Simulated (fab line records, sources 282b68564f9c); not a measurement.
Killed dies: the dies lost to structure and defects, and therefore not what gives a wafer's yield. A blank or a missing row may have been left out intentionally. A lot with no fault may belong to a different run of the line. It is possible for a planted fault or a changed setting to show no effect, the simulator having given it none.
Struck lot and sound lot, side by side | flow ritCmos | 14 steps out of a route of 202
Sound: these wafers, L122.1, L122.4, L122.6. Wafers struck: L115.1, L115.3, L115.4. The cause is named last.
At each step with rows: each side's tool, then ch and its chambers, then its first start. Under that, the readings that differ: sound wafers | struck wafers | difference of the means | sigmas: that difference in standard deviations of wafers without a fault.
alike: same words and numbers on both sides, and readings whose means sit less than 2 such deviations apart. not compared: any withheld reading, any reading some wafer has no value for, any bound like >300 that may hide the same value, and any number with overlapping values for which the record gives no deviation.
The two part at a step that has a row with sigmas, a row that says differs or no value, or rows on one side only. Numbers that have no deviation but don't overlap get no sigmas and don't part them. Lack of a reading on every wafer of one side parts them only where that side has two or more wafers.

RIT_CONTACT_STRIP_12: strips in O2, time 180 s.
  sound on plasmaAsher-03 ch 0,1, day 5 22:25; struck on plasmaAsher-01 ch 0,1, day 4 10:38
  alike: drypumpMotorCurrentA
  not compared: rfHoursCounterH
RIT_CONTACT_CD_MEAS_90 targets a cd of 1000 nm.
  sound: cdSem-02 at day 5 22:35; struck: cdSem-02 at day 4 10:49
  alike: cdNm
then, 2 steps without rows for these wafers: RIT_CONTACT_CLEAN_13 (cleans in SC1, time 600 s); RIT_CONTACT_CLEAN_14 (cleans in SC2, time 600 s).
RIT_M1_SPUTTER_00: material Al, target thk 400 nm, time 500 s.
  sound: pvdSputter-01 at day 5 23:04; struck: pvdSputter-04 at day 4 11:17
  alike: throttleValvePct
RIT_M1_RS_MEAS_01: a four-point-probe measurement.
  sound: filmMetro-02 at day 5 23:22; struck: filmMetro-03 at day 4 11:35
  alike: M1_AL_RS
RIT_M1_THK_MEAS_02: measures by xrf.
  sound: filmMetro-02 at day 5 23:29; struck: filmMetro-03 at day 4 11:42
  alike: M1_AL_THK
then, 5 steps without rows for these wafers: RIT_M1_HMDS_03 (prime time 60 s); RIT_M1_COAT_04 (resist thk 1300 nm); RIT_M1_SOFTBAKE_05 (time 60 s); RIT_M1_EXPOSE_06 (exposes mask M12, target cd 2600 nm); RIT_M1_PEB_07.
RIT_M1_DEVELOP_08: develop time 68.88 s.
  sound on lithoTrack-04 ch 0, day 6 00:00; struck on lithoTrack-04, day 4 12:00
  no value came back on the struck wafers for chillPlateTempC (C), developTimeS (s); on the sound wafers chillPlateTempC (C) reads 23.08 23.14 22.97
RIT_M1_CD_MEAS_09 targets a cd of 2600 nm.
  sound: cdSem-01 at day 6 00:25; struck: cdSem-02 at day 4 12:46
reading   | sound                | struck | difference                    | sigmas
cdNm (nm) | 2600.1 2599.0 2600.5 | - - -  | no value on the struck wafers | 

== WHERE THEY PART ==
First at RIT_M1_DEVELOP_08; last, within this record, at RIT_M1_CD_MEAS_09.

WHY: what the simulator had put in
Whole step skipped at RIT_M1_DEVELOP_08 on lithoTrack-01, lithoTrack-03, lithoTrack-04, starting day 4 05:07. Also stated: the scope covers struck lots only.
